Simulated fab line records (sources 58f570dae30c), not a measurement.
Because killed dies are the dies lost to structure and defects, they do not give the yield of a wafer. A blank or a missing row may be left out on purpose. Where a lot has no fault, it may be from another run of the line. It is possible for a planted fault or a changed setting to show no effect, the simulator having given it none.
What tool caused it? -- flow berkeley-cmos170 -- 14 lots, 42 wafers sampled, at 4 steps of a route of 331

## WHAT THE GAUGES SHOWED, per wafer
UCB170_NWELL_THK_MEAS_05. Usual: for NWELL_NITRIDE_THK the level is 223.7 nm and the standard deviation is 2.
lot,measured,on,NWELL_NITRIDE_THK (nm),flag
L329,day 2 03:01,film-metro-03,224.8 224.4 223.6,
L331,day 2 19:05,film-metro-04,222.8 224.6 222.5,
L333,day 2 23:13,film-metro-04,227.2 225.2 226.2,
L337,day 3 18:18,film-metro-01,225.1 223.9 224.3,
L338,day 3 23:36,film-metro-03,223.3 222.6 221.7,
L341,day 4 16:08,film-metro-03,225.6 223.7 226.2,
L344,day 5 06:11,film-metro-03,221.5 220.7 219.8,
L343,day 5 06:12,film-metro-04,226.3 226.1 224.8,
L346,day 5 13:50,film-metro-01,224.3 223.6 226.4,
L348,day 6 01:04,film-metro-04,224.3 220.7 221.8,
L349,day 6 06:00,film-metro-04,221.0 221.7 218.7,
L350,day 6 12:58,film-metro-01,224.1 224.7 224.5,
L351,day 6 19:17,film-metro-04,222.1 223.4 223.0,
L352,day 6 21:26,film-metro-04,226.9 224.5 227.6,

UCB170_GATE_THK_MEAS_05. Usual: for GATE_POLY_THK the level is 212.8 nm and the standard deviation is 2.4.
lot,measured,on,GATE_POLY_THK (nm),flag
L329,day 5 09:31,film-metro-02,217.2 215.6 218.8,
L331,day 6 15:52,film-metro-02,211.2 209.4 208.8,
L333,day 6 15:52,film-metro-01,211.1 211.4 210.4,
L341,day 8 12:19,film-metro-02,215.2 216.0 214.0,
L344,day 8 17:45,film-metro-02,213.3 214.0 212.6,
L343,day 8 17:46,film-metro-04,213.4 211.2 211.8,
L346,day 9 01:56,film-metro-04,213.7 213.7 214.8,
L348,day 9 20:31,film-metro-04,212.0 213.1 211.5,
L349,day 10 01:46,film-metro-02,212.7 212.1 211.7,
L350,day 10 01:43,film-metro-01,212.6 211.2 212.6,
L351,day 10 18:06,film-metro-04,206.2 207.1 206.7,
L352,day 10 18:06,film-metro-01,214.9 214.7 213.8,

## WHAT TOOL EACH LOT RAN ON (gives the tool, then ch and the chambers of the sampled wafers, and finally the start)
lot,UCB170_PWELL_ETCH_14,UCB170_FIELD_OXIDATION_01
L329,"rie-diel-01 ch 1,3, day 2 19:14","furnace-04 ch 0, day 3 20:47"
L331,"rie-diel-03 ch 0,3, day 3 15:04","furnace-01 ch 0, day 5 03:32"
L333,"rie-diel-04 ch 1,2,3, day 3 15:43","furnace-01 ch 0, day 5 03:32"
L337,"rie-diel-04 ch 0,2,3, day 4 09:28","furnace-02, day 5 17:37"
L338,"rie-diel-04 ch 1,2, day 5 02:58","furnace-02, day 6 07:49"
L341,"rie-diel-03 ch 1,3, day 5 10:31","furnace-01 ch 0, day 6 19:31"
L344,"rie-diel-04 ch 1,2,3, day 5 22:54","furnace-02 ch 0, day 7 02:49"
L343,"rie-diel-03 ch 0,2, day 5 22:22","furnace-02 ch 0, day 7 02:49"
L346,"rie-diel-01 ch 1,2,3, day 6 07:08","furnace-04 ch 0, day 7 15:29"
L348,"rie-diel-04 ch 1,2, day 6 18:17","furnace-01 ch 0, day 8 03:32"
L349,"rie-diel-01 ch 0,1,3, day 7 03:48","furnace-02 ch 0, day 8 12:37"
L350,"rie-diel-04 ch 2,3, day 7 06:01","furnace-02 ch 0, day 8 12:37"
L351,"rie-diel-03 ch 1,2,3, day 7 14:40","furnace-02 ch 0, day 8 19:58"
L352,"rie-diel-01 ch 0,3, day 7 14:26","furnace-02 ch 0, day 8 19:58"
- UCB170_PWELL_ETCH_14: etches Si3N4 in CH3F/Ar/O2, stops on SiO2, target depth 242 nm, time 151 s.
- UCB170_FIELD_OXIDATION_01: target thk 558.3 nm, ox time 7200 s.

## WHAT THE TOOLS THEMSELVES READ (means of the sampled wafers that have a number; where no wafer has one, the mark that the record gives instead)
UCB170_PWELL_ETCH_14. Usual: drypump-motor-current-A 5.9 A, standard deviation 0.45; oes-product-au 0.937 a.u., standard deviation 0.014; throttle-valve-pct 8.01 %, standard deviation 0.15.
lot,tool,drypump-motor-current-A (A),oes-product-au (a.u.),throttle-valve-pct (%),flag
L329,rie-diel-01,5.5,0.958,8.05,
L331,rie-diel-03,6.2,0.943,8.00,
L333,rie-diel-04,5.7,0.933,7.97,
L337,rie-diel-04,5.8,0.945,7.98,
L338,rie-diel-04,5.4,0.941,7.90,
L341,rie-diel-03,5.8,0.942,7.93,
L344,rie-diel-04,5.7,0.934,7.97,
L343,rie-diel-03,5.7,0.918,8.24,
L346,rie-diel-01,5.9,0.948,8.01,
L348,rie-diel-04,5.6,0.935,7.89,
L349,rie-diel-01,5.9,0.946,8.10,
L350,rie-diel-04,5.5,0.949,7.99,
L351,rie-diel-03,5.6,0.931,8.06,
L352,rie-diel-01,6.2,0.937,8.04,

UCB170_FIELD_OXIDATION_01. Usual: ox-temp-c 999.9 C, standard deviation 0.4; ox-temp-c-max 1002.8, standard deviation 0.8; zone-power-load-pct 33.7 %, standard deviation 2.6.
lot,tool,ox-temp-c (C),ox-temp-c-max,zone-power-load-pct (%),flag
L329,furnace-04,999.4,1003.2,37.9,
L331,furnace-01,1000.1,1003.0,35.5,
L333,furnace-01,1000.1,1002.7,35.2,
L337,furnace-02,-,-,-,OFF
L338,furnace-02,-,-,-,OFF
L341,furnace-01,1000.1,1002.7,35.5,
L344,furnace-02,999.8,1002.2,31.5,
L343,furnace-02,999.7,1002.3,31.5,
L346,furnace-04,999.4,1003.9,38.0,
L348,furnace-01,1000.0,1003.1,35.4,
L349,furnace-02,999.8,1002.0,31.3,
L350,furnace-02,999.4,1002.3,31.3,
L351,furnace-02,999.6,1002.6,31.4,
L352,furnace-02,1000.5,1003.5,31.4,

## THE ANSWER, worked out from the rows above alone
Rule: a lot is off if the mean of its wafers that have a number lies more than 3 standard deviations from the usual mean. A lot without any number at a reading at which 4 lots or more have one is off too. Any other lot the step has rows for is counted as sound. First the gauges in route order, then the tools' own readings, where a lot's mean is used as printed above. At the first step where some lot is off, the reading lying furthest off is the one used; lots without a number count as furthest.
Off, at UCB170_FIELD_OXIDATION_01 on ox-temp-c: L337, L338. Without a number there: L337, L338.
A tool fits if, at that step or a process step before it, it ran every lot that is off, and no sound lot after the first of them. Of those tried, none fits.

## WHAT HAD BEEN PUT IN BY THE SIMULATOR
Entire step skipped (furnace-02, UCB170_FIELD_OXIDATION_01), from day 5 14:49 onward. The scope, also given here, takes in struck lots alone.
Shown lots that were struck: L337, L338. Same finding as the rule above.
